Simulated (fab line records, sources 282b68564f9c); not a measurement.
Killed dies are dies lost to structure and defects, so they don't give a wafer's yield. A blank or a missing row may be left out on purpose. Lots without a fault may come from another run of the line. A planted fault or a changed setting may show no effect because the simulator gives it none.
A struck lot beside a sound one | flow rit_cmos | 15 steps out of a route of 202
Sound: wafers L233.1, L233.3, L233.6. Struck: wafers L242.1, L242.4, L242.6. The cause comes at the end.
At each step with rows: each side's tool, then ch and its chambers, then its first start. Under that, the readings that differ: sound wafers | struck wafers | difference of the means | sigmas: that difference in standard deviations of wafers without a fault.
alike: readings whose means differ by less than 2 such deviations, and words and numbers that are the same on both sides. not compared: withheld readings, readings that some wafer has no value for, bounds like >300 that may hide the same value, and numbers for which the record gives no deviation and whose values overlap.
The two part at a step that has a row with sigmas, a row that says differs or no value, or rows on one side only. Numbers that don't overlap but have no deviation are shown without sigmas and don't part them. A reading that every wafer of one side lacks parts them only if that side has two wafers or more.

RIT_SILICIDE_RTA_06: time 10 s, ramp up 5 s, ramp down 10 s.
  sound on rtp_anneal-02 ch 0, day 4 05:28; struck on rtp_anneal-02 ch 0, day 6 02:26
  alike: anneal_temp_c_max, wafer_temp_C_max
RIT_CONTACT_CVD_00: deposits SiO2 from TEOS, target thk 400 nm, time 61 s.
  sound on pecvd-04 ch 0,1,2, day 4 05:32; struck on pecvd-04 ch 0,1,2, day 6 02:30
  alike: heater_power_w
RIT_CONTACT_THK_MEAS_01:
  sound on film_metro-02, day 4 05:35; struck on film_metro-01, day 6 02:33
  alike: CONTACT_TEOS_THK
then, 6 steps without rows for these wafers: RIT_CONTACT_HMDS_02 (prime time 60 s); RIT_CONTACT_COAT_03 (resist thk 1000 nm); RIT_CONTACT_SOFTBAKE_04 (time 60 s); RIT_CONTACT_EXPOSE_05 (exposes mask M11, target cd 1000 nm); RIT_CONTACT_PEB_06; RIT_CONTACT_DEVELOP_07 (develop time 120 s).
RIT_CONTACT_CD_MEAS_08: target cd 1000 nm.
  sound on cd_sem-02, day 4 06:36; struck on cd_sem-02, day 6 03:35
  alike: cd_nm
RIT_CONTACT_OVL_MEAS_09:
  sound on overlay-01, day 4 06:43; struck on overlay-02, day 6 03:42
  alike: CONTACT_OVL
then, 1 step without rows for these wafers: RIT_CONTACT_HARDBAKE_10 (time 60 s).
RIT_CONTACT_ETCH_11: etches SiO2 in CHF3/CF4/Ar, stops on TiSi2, target depth 480 nm, time 320 s.
  sound on rie_diel-04 ch 0,3, day 4 06:55; struck on rie_diel-04 ch 2,3, day 6 03:53
  reading                                      | sound             | struck            | difference | sigmas
  model.NOVOLAK_of_CONTACT_COAT_03.thk_nm (nm) | 774.1 767.9 771.3 | 709.9 714.3 713.3 | -58.6      |
  alike: drypump_motor_current_A, oes_product_au, throttle_valve_pct
  not compared: rf_hours_counter_h
RIT_CONTACT_STRIP_12: strips in O2, time 180 s.
  sound on plasma_asher-01 ch 0,1, day 4 07:07; struck on plasma_asher-04 ch 1, day 6 04:05
  alike: drypump_motor_current_A
  not compared: rf_hours_counter_h
RIT_M1_PROBE_99:
  sound on prober-02, day 4 12:01; struck on prober-01, day 6 09:02
  reading                                                 | sound                | struck               | difference | sigmas
  model.etest.nmos_0p15.junction_log10_a_um               | -13.58 -13.51 -13.54 | -10.31 -10.99 -10.98 | +2.78      |
  model.etest.nmos_narrow.off_log10_a_um                  | -13.27 -13.18 -13.2  | -10.31 -10.99 -10.98 | +2.46      |
  model.etest.nmos_0p3.off_log10_a_um                     | -12.93 -13.01 -13.08 | -10.31 -10.99 -10.98 | +2.25      |
  model.etest.gate_end_array.leak_log10_a_um              | -12.78 -12.89 -12.88 | -10.04 -10.82 -10.83 | +2.29      |
  model.etest.pmos_0p15.junction_log10_a_um               | -13.65 -13.83 -13.79 | -11.31 -11.98 -11.98 | +2.00      |
  model.etest.contact_diode_array.leak_log10_a (angstrom) | -9.515 -9.518 -9.246 | -6.96 -7.742 -7.707  | +1.96      |
  model.etest.pmos_0p3.off_log10_a_um                     | -12.88 -12.93 -12.97 | -11.3 -11.95 -11.94  | +1.2       |
  model.etest.pmos_narrow.off_log10_a_um                  | -12.81 -12.8 -12.73  | -11.3 -11.94 -11.94  | +1.1       |
  alike: killed_at_contacts, killed_at_front_end, killed_dies, killed_open, killed_short

WHERE THEY PART
Nowhere in this record.

WHY: what the simulator had put in
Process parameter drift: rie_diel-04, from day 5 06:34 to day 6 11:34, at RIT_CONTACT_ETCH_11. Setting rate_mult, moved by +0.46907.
